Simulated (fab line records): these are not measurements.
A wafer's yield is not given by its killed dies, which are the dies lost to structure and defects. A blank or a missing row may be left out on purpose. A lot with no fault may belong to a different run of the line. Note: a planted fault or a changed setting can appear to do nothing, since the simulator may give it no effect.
The tool behind it: which one?    flow berkeley-cmos170    14 lots with 42 wafers sampled at 3 steps, on a route of 331 steps

WHAT EACH GAUGE READ, for each wafer
UCB170_M3_RS_MEAS_02: uses a four-point probe to measure.
lot   measured      on             M3_AL_RS (ohm/sq)
L476  day 8 00:23   film-metro-02  0.0322 0.0317 0.0321
L475  day 8 00:31   film-metro-03  0.0325 0.0325 0.0318
L479  day 8 07:06   film-metro-03  0.0323 0.0318 0.0326
L478  day 8 07:18   film-metro-04  0.0318 0.0317 0.0318
L482  day 9 09:34   film-metro-04  0.0320 0.0320 0.0318
L483  day 9 09:33   film-metro-02  0.0324 0.0325 0.0327
L480  day 9 11:07   film-metro-03  0.0322 0.0322 0.0325
L485  day 9 11:23   film-metro-02  - - -
L486  day 9 22:05   film-metro-04  - - -
L489  day 10 19:14  film-metro-04  0.0318 0.0314 0.0315
L496  day 11 17:13  film-metro-03  0.0321 0.0324 0.0321
L495  day 11 19:05  film-metro-03  0.0317 0.0322 0.0316
L497  day 12 07:29  film-metro-04  0.0324 0.0319 0.0323
L498  day 12 21:37  film-metro-03  0.0320 0.0319 0.0318

UCB170_M3_THK_MEAS_03: measures by xrf.
lot   measured      on             M3_AL_THK (nm)
L476  day 8 00:29   film-metro-02  899 909 902
L475  day 8 00:38   film-metro-03  890 893 913
L479  day 8 07:12   film-metro-03  896 912 889
L478  day 8 07:25   film-metro-04  922 923 921
L482  day 9 09:40   film-metro-04  908 909 917
L483  day 9 09:40   film-metro-02  885 891 885
L480  day 9 11:14   film-metro-03  899 899 892
L485  day 9 11:31   film-metro-02  <0 <0 <0
L486  day 9 22:12   film-metro-04  <1 <1 <1
L489  day 10 19:20  film-metro-04  919 931 932
L496  day 11 17:20  film-metro-03  902 898 896
L495  day 11 19:13  film-metro-03  915 904 918
L497  day 12 07:36  film-metro-04  903 919 905
L498  day 12 21:44  film-metro-03  907 908 912

WHICH TOOL RAN EACH LOT (tool, then ch and the chambers of the sampled wafers, then the start)
lot   UCB170_M3_SPUTTER_01
L476  pvd-sputter-02, day 8 00:17
L475  pvd-sputter-01, day 8 00:26
L479  pvd-sputter-01, day 8 06:58
L478  pvd-sputter-03, day 8 07:13
L482  pvd-sputter-03, day 9 09:26
L483  pvd-sputter-02, day 9 09:28
L480  pvd-sputter-02, day 9 11:02
L485  pvd-sputter-01, day 9 11:19
L486  pvd-sputter-03, day 9 21:59
L489  pvd-sputter-02, day 10 19:05
L496  pvd-sputter-03, day 11 17:08
L495  pvd-sputter-01, day 11 19:01
L497  pvd-sputter-02, day 12 07:24
L498  pvd-sputter-03, day 12 21:32
- UCB170_M3_SPUTTER_01: material Al, target thk 900 nm, time 120 s.

AS READ BY THE TOOLS THEMSELVES (means over the sampled wafers that have a number; for cases with no such wafer, the mark the record gives instead)
UCB170_M3_SPUTTER_01.
lot   tool            cathode-dc-power-W (W)  chamber-pressure-pa (Pa)  throttle-valve-pct (%)
L476  pvd-sputter-02  5999.8                  0.5008                    29.4
L475  pvd-sputter-01  5999.5                  0.5000                    29.7
L479  pvd-sputter-01  6000.0                  0.4998                    30.0
L478  pvd-sputter-03  5999.4                  0.5004                    30.4
L482  pvd-sputter-03  5999.9                  0.4993                    31.5
L483  pvd-sputter-02  5999.9                  0.5004                    29.2
L480  pvd-sputter-02  6000.3                  0.4997                    29.3
L485  pvd-sputter-01  -                       -                         -
L486  pvd-sputter-03  -                       -                         -
L489  pvd-sputter-02  6000.2                  0.5005                    29.3
L496  pvd-sputter-03  5999.6                  0.4999                    30.5
L495  pvd-sputter-01  6000.0                  0.5000                    29.9
L497  pvd-sputter-02  6000.3                  0.5012                    29.3
L498  pvd-sputter-03  5999.6                  0.5017                    31.1

THE ANSWER, worked out from the rows above alone
Rule: usual is defined by the lots themselves. The widest of any qualifying gaps counts: lots, ordered by their means at a reading, are off when they make up no more than a third of the lots, leave a main group of 4 or more, and stand apart from it by 3 or more times the standard deviation of that group's means. A main group is skipped when, at the precision printed for the reading in the tables above, its means are all equal. Also off: a lot with no number at a reading for which 4 or more lots have one. Any other lot the step has rows for is counted as sound. Order of review: gauges by route order, followed by the tools' own readings, for which a lot's mean as printed above is used. At the first step where some lot is off, the reading lying furthest off is the one used; lots without a number count as furthest.
Off: L485, L486, seen at UCB170_M3_RS_MEAS_02 (M3_AL_RS). Without a number there: L485, L486. Mean 0.0321 ohm/sq and standard deviation 0.00026 in the main group.
If a tool, at a process step before that reading, ran all the lots that are off and no sound lot after the first of them, it fits. The gauges at UCB170_M3_RS_MEAS_02 aren't tried: what is off there is off at UCB170_M3_SPUTTER_01 too, on other tools, and a gauge's error can't cause that. None of those tried fits.

WHAT WAS PUT IN BY THE SIMULATOR
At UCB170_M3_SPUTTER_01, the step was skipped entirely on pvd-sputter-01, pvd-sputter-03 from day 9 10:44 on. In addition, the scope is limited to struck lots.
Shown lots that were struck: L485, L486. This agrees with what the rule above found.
